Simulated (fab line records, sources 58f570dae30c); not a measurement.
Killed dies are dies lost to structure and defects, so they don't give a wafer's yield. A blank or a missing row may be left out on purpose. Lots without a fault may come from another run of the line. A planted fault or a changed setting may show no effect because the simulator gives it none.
Which tool did it? | flow berkeley_cmos170 | 13 lots, 39 wafers sampled, at 6 steps of a route of 331

WHAT THE GAUGES READ, wafer by wafer
UCB170_PLDD_CD_MEAS_06: target cd 1200 nm. Usual: cd_nm 1199.7 nm, standard deviation 1.5.
lot  | measured     | on        | cd_nm (nm)           | flag
L637 | day 6 05:56  | cd_sem-01 | 1203.5 1202.4 1202.9 |
L638 | day 6 16:32  | cd_sem-02 | 1198.7 1199.3 1197.8 |
L639 | day 7 04:38  | cd_sem-01 | 1200.6 1201.8 1201.9 |
L640 | day 7 05:05  | cd_sem-02 | 1199.0 1197.7 1198.6 |
L641 | day 7 19:57  | cd_sem-02 | 1199.7 1199.7 1200.5 |
L642 | day 7 20:17  | cd_sem-02 | 1196.8 1195.5 1197.6 |
L643 | day 7 21:40  | cd_sem-01 | 1199.7 1199.0 1198.6 |
L647 | day 8 09:43  | cd_sem-02 | 1202.0 1200.6 1200.2 |
L645 | day 8 10:08  | cd_sem-02 | 1200.2 1199.5 1200.8 |
L648 | day 9 00:45  | cd_sem-01 | 1199.3 1199.8 1199.4 |
L649 | day 9 13:16  | cd_sem-01 | 1201.0 1199.6 1199.5 |
L656 | day 10 12:49 | cd_sem-01 | 1200.1 1199.6 1200.4 |
L659 | day 10 13:05 | cd_sem-01 | 1200.7 1200.6 1199.3 |

UCB170_SPACER_THK_MEAS_01. Usual: SPACER_TEOS_THK 377 nm, standard deviation 5.2.
lot  | measured     | on            | SPACER_TEOS_THK (nm) | flag
L637 | day 6 08:35  | film_metro-02 | 376 376 370          |
L638 | day 6 19:23  | film_metro-03 | 375 379 382          |
L639 | day 7 07:46  | film_metro-01 | 371 378 373          |
L640 | day 7 07:57  | film_metro-01 | 376 388 380          |
L641 | day 7 22:57  | film_metro-02 | 376 369 373          |
L642 | day 7 23:18  | film_metro-02 | 378 374 379          |
L643 | day 8 00:28  | film_metro-03 | 379 374 382          |
L647 | day 8 12:52  | film_metro-01 | 378 380 382          |
L645 | day 8 13:41  | film_metro-03 | 378 376 383          |
L648 | day 9 04:17  | film_metro-03 | 376 381 380          |
L649 | day 9 16:37  | film_metro-03 | 367 372 612          | OFF
L656 | day 10 16:15 | film_metro-03 | 375 376 382          |
L659 | day 10 16:26 | film_metro-02 | 368 382 382          |

UCB170_PSD_CD_MEAS_06: target cd 1200 nm. Usual: cd_nm 1199.8 nm, standard deviation 1.3.
lot  | measured     | on        | cd_nm (nm)           | flag
L637 | day 6 15:37  | cd_sem-01 | 1197.8 1199.2 1196.8 |
L638 | day 7 02:02  | cd_sem-02 | 1202.1 1201.8 1200.1 |
L639 | day 7 13:11  | cd_sem-01 | 1201.2 1201.3 1199.9 |
L640 | day 7 13:26  | cd_sem-01 | 1199.1 1199.6 1200.0 |
L641 | day 8 03:46  | cd_sem-01 | 1202.2 1201.3 1200.6 |
L642 | day 8 03:49  | cd_sem-02 | 1199.4 1200.2 1199.9 |
L643 | day 8 03:55  | cd_sem-01 | 1199.7 1201.7 1200.2 |
L647 | day 8 16:55  | cd_sem-01 | 1201.3 1200.1 1199.7 |
L645 | day 8 18:46  | cd_sem-02 | 1200.4 1201.3 1201.6 |
L648 | day 9 10:53  | cd_sem-01 | 1199.8 1200.6 1200.6 |
L649 | day 9 21:47  | cd_sem-01 | 1198.9 1198.3        |
L656 | day 10 20:25 | cd_sem-01 | 1199.2 1198.2 1198.7 |
L659 | day 10 20:49 | cd_sem-02 | 1199.3 1199.1 1201.2 |

WHICH TOOL RAN EACH LOT (tool, then ch and the chambers of the sampled wafers, then the start)
lot  | UCB170_NLDD_STRIP_10                 | UCB170_SPACER_CVD_00            | UCB170_SPACER_ETCHBACK_03
L637 | plasma_asher-01 ch 0,1, day 6 08:11  | pecvd-03 ch 0,1,2, day 6 08:32  | rie_diel-01 ch 0,1,2, day 6 13:49
L638 | plasma_asher-02 ch 0,1, day 6 19:01  | pecvd-03 ch 0,1, day 6 19:21    | rie_diel-01 ch 0,2,3, day 7 01:00
L639 | plasma_asher-02 ch 0,1, day 7 07:16  | pecvd-03 ch 0,1, day 7 07:42    | rie_diel-04 ch 1,3, day 7 12:16
L640 | plasma_asher-03 ch 0,1, day 7 07:34  | pecvd-02 ch 1,2, day 7 07:55    | rie_diel-03 ch 0,2,3, day 7 12:16
L641 | plasma_asher-01 ch 0,1, day 7 22:28  | pecvd-02 ch 0,1,2, day 7 22:55  | rie_diel-01 ch 0,1,3, day 8 02:25
L642 | plasma_asher-02 ch 0,1, day 7 22:40  | pecvd-03 ch 0,2, day 7 23:16    | rie_diel-04 ch 0,1,3, day 8 02:25
L643 | plasma_asher-02 ch 1, day 8 00:05    | pecvd-02 ch 0,2, day 8 00:25    | rie_diel-03 ch 1,2, day 8 02:25
L647 | plasma_asher-02 ch 0,1, day 8 12:28  | pecvd-04 ch 0,1,2, day 8 12:50  | rie_diel-04 ch 0,2,3, day 8 15:02
L645 | plasma_asher-02 ch 0,1, day 8 13:19  | pecvd-02 ch 0,1,2, day 8 13:39  | rie_diel-04 ch 2,3, day 8 17:47
L648 | plasma_asher-03 ch 0,1, day 9 03:52  | pecvd-04 ch 1,2, day 9 04:13    | rie_diel-04 ch 2,3, day 9 09:48
L649 | plasma_asher-02 ch 0,1, day 9 15:24  | pecvd-03 ch 0,1,2, day 9 16:34  | rie_diel-04 ch 0,1, day 9 19:30
L656 | plasma_asher-03 ch 0,1, day 10 15:46 | pecvd-02 ch 0,1,2, day 10 16:13 | rie_diel-04 ch 0,1,3, day 10 18:43
L659 | plasma_asher-02 ch 0,1, day 10 15:55 | pecvd-04 ch 0,1,2, day 10 16:24 | rie_diel-01 ch 0,1,3, day 10 18:43
- UCB170_NLDD_STRIP_10: strips in O2.
- UCB170_SPACER_CVD_00: deposits SiO2 from TEOS/O2, target thk 376 nm, time 47 s.
- UCB170_SPACER_ETCHBACK_03: etches SiO2 in CHF3/CF4/Ar, stops on Si, target depth 376 nm, time 100 s.

WHAT THE TOOLS THEMSELVES READ (means of the sampled wafers that have a number; where no wafer has one, the mark that the record gives instead)
UCB170_NLDD_STRIP_10. Usual: drypump_motor_current_A 5.63 A, standard deviation 0.17; oes_product_au 0.735 a.u., standard deviation 0.0048; strip_time_to_endpoint_s 21.62 s, standard deviation 0.056.
lot  | tool            | drypump_motor_current_A (A) | oes_product_au (a.u.) | strip_time_to_endpoint_s (s) | flag
L637 | plasma_asher-01 | 5.47                        | 0.740                 | 21.54                        |
L638 | plasma_asher-02 | 5.76                        | 0.736                 | 21.65                        |
L639 | plasma_asher-02 | 5.76                        | 0.731                 | 21.61                        |
L640 | plasma_asher-03 | 5.62                        | 0.734                 | 21.66                        |
L641 | plasma_asher-01 | 5.47                        | 0.733                 | 21.68                        |
L642 | plasma_asher-02 | 5.77                        | 0.732                 | 21.56                        |
L643 | plasma_asher-02 | 5.57                        | 0.733                 | 21.59                        |
L647 | plasma_asher-02 | 5.77                        | 0.731                 | 21.60                        |
L645 | plasma_asher-02 | 5.78                        | 0.737                 | 21.65                        |
L648 | plasma_asher-03 | 5.61                        | 0.740                 | 21.63                        |
L649 | plasma_asher-02 | 5.76                        | 0.733                 | 21.65                        |
L656 | plasma_asher-03 | 5.63                        | 0.735                 | 21.63                        |
L659 | plasma_asher-02 | 5.78                        | 0.740                 | 21.65                        |

UCB170_SPACER_CVD_00. Usual: heater_power_w 260 W, standard deviation 51; run_length_s 75.0 s, standard deviation 0.6.
lot  | tool     | heater_power_w (W) | run_length_s (s) | flag
L637 | pecvd-03 | 196                | 75.1             |
L638 | pecvd-03 | 212                | 75.5             |
L639 | pecvd-03 | 214                | 75.5             |
L640 | pecvd-02 | 267                | 75.1             |
L641 | pecvd-02 | 272                | 74.8             |
L642 | pecvd-03 | 248                | 74.6             |
L643 | pecvd-02 | 265                | 74.8             |
L647 | pecvd-04 | 311                | 75.7             |
L645 | pecvd-02 | 288                | 75.0             |
L648 | pecvd-04 | 315                | 75.0             |
L649 | pecvd-03 | 235                | 84.8             | OFF
L656 | pecvd-02 | 287                | 74.8             |
L659 | pecvd-04 | 305                | 75.0             |

UCB170_SPACER_ETCHBACK_03. Usual: drypump_motor_current_A 5.8 A, standard deviation 0.45; oes_product_au 0.901 a.u., standard deviation 0.017; throttle_valve_pct 6.48 %, standard deviation 0.11.
lot  | tool        | drypump_motor_current_A (A) | oes_product_au (a.u.) | throttle_valve_pct (%) | flag
L637 | rie_diel-01 | 5.7                         | 0.902                 | 6.52                   |
L638 | rie_diel-01 | 5.9                         | 0.905                 | 6.45                   |
L639 | rie_diel-04 | 5.7                         | 0.895                 | 6.38                   |
L640 | rie_diel-03 | 6.0                         | 0.899                 | 6.49                   |
L641 | rie_diel-01 | 5.6                         | 0.888                 | 6.50                   |
L642 | rie_diel-04 | 5.9                         | 0.895                 | 6.45                   |
L643 | rie_diel-03 | 5.6                         | 0.901                 | 6.58                   |
L647 | rie_diel-04 | 5.8                         | 0.905                 | 6.44                   |
L645 | rie_diel-04 | 5.6                         | 0.910                 | 6.36                   |
L648 | rie_diel-04 | 6.0                         | 0.912                 | 6.43                   |
L649 | rie_diel-04 | 6.2                         | 0.911                 | 6.53                   |
L656 | rie_diel-04 | 5.9                         | 0.892                 | 6.46                   |
L659 | rie_diel-01 | 5.6                         | 0.897                 | 6.50                   |

THE ANSWER, worked out from the rows above alone
Rule: a lot is off if the mean of its wafers that have a number lies more than 3 standard deviations from the usual mean. A lot without any number at a reading at which 4 lots or more have one is off too. The other lots that the step has rows for count as sound. The gauges are gone through in route order, then the tools' own readings, and for those a lot's mean is taken as printed above. The first step at which some lot is off is used, and at that step the reading that is off furthest; a lot without a number counts as furthest.
Off: L649, at UCB170_SPACER_THK_MEAS_01 (SPACER_TEOS_THK).
A tool fits if, at a process step before that reading, it ran every lot that is off, and no sound lot after the first of them. The gauges at UCB170_SPACER_THK_MEAS_01 aren't tried: what is off there is off at UCB170_SPACER_CVD_00 too, on other tools, and a gauge's error can't cause that. One fits: pecvd-03 at UCB170_SPACER_CVD_00. Its last sound lot is L642 (day 7 23:16), its first lot that is off L649 (day 9 16:34): a fault that began between those two fits.
The tool's own readings at UCB170_SPACER_CVD_00 bear it out: on the lots that are off they differ by more than 5 times the standard deviation of the sound lots' means. run_length_s reads 84.8 s there against 75.1 s on the sound lots.

WHAT THE SIMULATOR HAD PUT IN
Process parameter drift: pecvd-03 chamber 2, from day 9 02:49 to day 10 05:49, at UCB170_SPACER_CVD_00. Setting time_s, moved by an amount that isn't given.
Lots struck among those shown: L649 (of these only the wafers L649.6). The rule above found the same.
